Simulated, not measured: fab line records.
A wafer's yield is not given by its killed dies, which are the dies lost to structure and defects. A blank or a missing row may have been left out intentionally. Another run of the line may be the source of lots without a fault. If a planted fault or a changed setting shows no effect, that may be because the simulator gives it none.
fab line records + flow berkeleyCmos170
record:
- lots: 15
- wafers: 45
- lastDay: 11
route steps=331 shown NWELL@28
lots with no fault: from the same line, run without faults
startH: hours from the record's opening day to when the first of the lot's shown wafers began + waitH: how many hours have passed since the lot's step before this one + " repeats the value in the row above + L1.1+2: a row that stands for several wafers + - either no value or no given start + * or withheld: withheld + < > ~ a bound
route shown NAME@n: names a module that has steps shown in the file, with the first one's number in the route + usual: the fault-free wafers' mean and standard deviation + same: alike in all rows + chamber/n: place in a boat + sites: readings site by site + _std_site: the standard deviation of these + _edge_site: inner sites' mean taken away from outer sites' mean + radiusMm: how far each site lies from the wafer's centre + mask NAME#n: copy n + behind: tool/chamber where the wafer was last shaped + hold: the reason the lot was held/the length of the hold in hours/how it ended + device: whichever transistor did not switch (one of n, p or np) + end of line: the tests these same wafers got at the end of their route + a step given without rows: its recipe and nothing more + killed: at the first sort, the dies lost to defects and structure; wafer yield is something else + map: the dies of a wafer, with x for killed, . for not killed, _ for no die there
set.NAME: the run value of the setting; set.NAME@STEP: its run value at that earlier step + model.NAME: the simulator's own value behind a step, which no gauge read
a sample of lots followed through the steps of the route, with each step as a table and each wafer as a row
services: from which hour (startH, from the record's first day; less than 0 if before it) a tool's chamber was out of use, for how many hours, and why
== steps ==
step: UCB170_NWELL_IMPLANT_14
recipe:
- species: P
- doseCm2: 1e+13
- energyKev: 150
- tiltDeg: 7
usual:
- doseIonsCm2: 1.0001e+13/1.1e+10
- endStationPressureTorr: 5e-06/2.6e-07
- faradayCurrentUA: 31.7/0.66
| lot.wafer | tool         | chamber | startH | waitH | doseIonsCm2 | endStationPressureTorr | faradayCurrentUA |
|-----------|--------------|---------|--------|-------|-------------|------------------------|------------------|
| L246.3    | implanter-03 | 0       | 30.43  | 0.1   | 9.984e+12   | 5.33e-06               | 31.8             |
| L246.5    | "            | 0       | "      | "     | 9.983e+12   | 4.8e-06                | 32.1             |
| L246.6    | "            | 0       | "      | "     | 9.982e+12   | 4.79e-06               | 31.8             |
| L248.2    | implanter-01 | 0       | 39.34  | 0.1   | 1.0013e+13  | 5.39e-06               | 31.3             |
| L248.5    | "            | 0       | "      | "     | 1.0003e+13  | 4.75e-06               | 30.7             |
| L248.6    | "            | 0       | "      | "     | 1.0013e+13  | 5.37e-06               | 30.5             |
| L251.2    | implanter-03 | 0       | 54.39  | 0.1   | 9.219e+12   | 5.19e-06               | 28.7             |
| L251.4    | "            | 0       | "      | "     | 9.216e+12   | 5.24e-06               | 29.0             |
| L251.6    | "            | 0       | "      | "     | 9.209e+12   | 5.22e-06               | 28.3             |
| L250.3    | implanter-02 | 0       | 54.59  | 0.1   | 1.0003e+13  | 5.01e-06               | 31.0             |
| L250.5    | "            | 0       | "      | "     | 1.0016e+13  | 4.61e-06               | 31.1             |
| L250.6    | "            | 0       | "      | "     | 1.0011e+13  | 4.83e-06               | 32.4             |
| L253.3    | implanter-03 | 0       | 69.23  | 0.1   | 9.201e+12   | 4.89e-06               | 29.6             |
| L253.4    | "            | 0       | "      | "     | 9.195e+12   | 5.16e-06               | 29.0             |
| L253.6    | "            | 0       | "      | "     | 9.19e+12    | 4.77e-06               | 29.4             |
| L254.3    | implanter-03 | 0       | 74.46  | 0.1   | 9.215e+12   | 4.95e-06               | 29.4             |
| L254.4    | "            | 0       | "      | "     | 9.198e+12   | 4.82e-06               | 29.1             |
| L254.5    | "            | 0       | "      | "     | 9.199e+12   | 4.74e-06               | 28.4             |
| L259.1    | implanter-02 | 0       | 95.46  | 0.1   | 9.995e+12   | 4.39e-06               | 32.9             |
| L259.3    | "            | 0       | "      | "     | 1.0013e+13  | 5.06e-06               | 31.4             |
| L259.4    | "            | 0       | "      | "     | 1.0002e+13  | 4.81e-06               | 30.5             |
| L260.1    | implanter-01 | 0       | 102.37 | 0.1   | 1.0006e+13  | 4.88e-06               | 31.9             |
| L260.2    | "            | 0       | "      | "     | 1.0008e+13  | 3.99e-06               | 32.7             |
| L260.5    | "            | 0       | "      | "     | 9.992e+12   | 4.96e-06               | 32.1             |
| L261.3    | implanter-01 | 0       | 106.31 | 0.1   | 1.0004e+13  | 4.97e-06               | 31.5             |
| L261.5    | "            | 0       | "      | "     | 1.0004e+13  | 4.91e-06               | 31.0             |
| L261.6    | "            | 0       | "      | "     | 1.0005e+13  | 4.87e-06               | 30.9             |
| L262.2    | implanter-01 | 0       | 110.31 | 0.1   | 1.0006e+13  | 5.31e-06               | 31.0             |
| L262.4    | "            | 0       | "      | "     | 1.0017e+13  | 5e-06                  | 32.2             |
| L262.6    | "            | 0       | "      | "     | 9.993e+12   | 4.99e-06               | 31.7             |
| L263.2    | implanter-01 | 0       | 117.59 | 0.1   | 9.993e+12   | 5.27e-06               | 32.2             |
| L263.3    | "            | 0       | "      | "     | 1.001e+13   | 4.93e-06               | 33.2             |
| L263.4    | "            | 0       | "      | "     | 1e+13       | 4.57e-06               | 31.8             |
| L266.1    | implanter-03 | 0       | 131.13 | 0.1   | 9.996e+12   | 5.32e-06               | 31.6             |
| L266.5    | "            | 0       | "      | "     | 9.995e+12   | 4.77e-06               | 31.8             |
| L266.6    | "            | 0       | "      | "     | 1.0002e+13  | 4.98e-06               | 30.5             |
| L267.1    | implanter-01 | 0       | 141.94 | 0.1   | 9.99e+12    | 5.07e-06               | 31.7             |
| L267.2    | "            | 0       | "      | "     | 9.982e+12   | 4.91e-06               | 31.8             |
| L267.4    | "            | 0       | "      | "     | 9.996e+12   | 5.23e-06               | 32.1             |
| L268.2    | implanter-03 | 0       | 141.99 | 0.1   | 1.0005e+13  | 5.07e-06               | 31.9             |
| L268.3    | "            | 0       | "      | "     | 1.0004e+13  | 5.41e-06               | 31.9             |
| L268.6    | "            | 0       | "      | "     | 1.0017e+13  | 4.8e-06                | 31.3             |
| L269.2    | implanter-01 | 0       | 148.89 | 0.1   | 1.0002e+13  | 5.25e-06               | 31.3             |
| L269.5    | "            | 0       | "      | "     | 9.986e+12   | 4.86e-06               | 31.0             |
| L269.6    | "            | 0       | "      | "     | 9.991e+12   | 5e-06                  | 31.3             |
== services ==
| tool         | chamber | startH | hours | kind   |
|--------------|---------|--------|-------|--------|
| implanter-03 | -       | 21.00  | 0.6   | repair |
| implanter-02 | -       | 27.46  | 7.8   | repair |
| implanter-02 | -       | 45.68  | 2.9   | repair |
| implanter-01 | -       | 67.54  | 13.5  | pm     |
| implanter-01 | -       | 92.62  | 3.1   | repair |
| implanter-01 | -       | 124.27 | 2.2   | repair |
| implanter-01 | -       | 131.35 | 0.7   | repair |
== key ==
firstSign:
- step: UCB170_NWELL_IMPLANT_14
- reading: doseIonsCm2
- direction: down
- sigmas: 75
- usual: 1.0001e+13
- struck: 9.205e+12
effect:
- step: UCB170_NWELL_IMPLANT_14
- reading: faradayCurrentUA
- direction: down
- sigmas: 4.1
- usual: 31.7
- struck: 29.0
metAt UCB170_NWELL_IMPLANT_14
struckLots L251,L253,L254
testerLeftOut L251,L253,L254
onsetBetween 30.43 54.39
fault:
- kind: processParameterDrift
- tool: implanter-03
- chamber: -
- onsetH: 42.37
- steps: UCB170_NWELL_IMPLANT_14
- channel: doseCm2
- offset: -8e+11
- shape: step
- endH: 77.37
- actsIn: theseRecipesOnly
- stated: 1e+13
testerLeftOut: of these lots the tester's yield and bins aren't shown, on N5 and GAA mostly nor the transistor test; their killed dies are dies lost to structure and defects alone, not to doping, threshold or leakage, so they don't give the yield
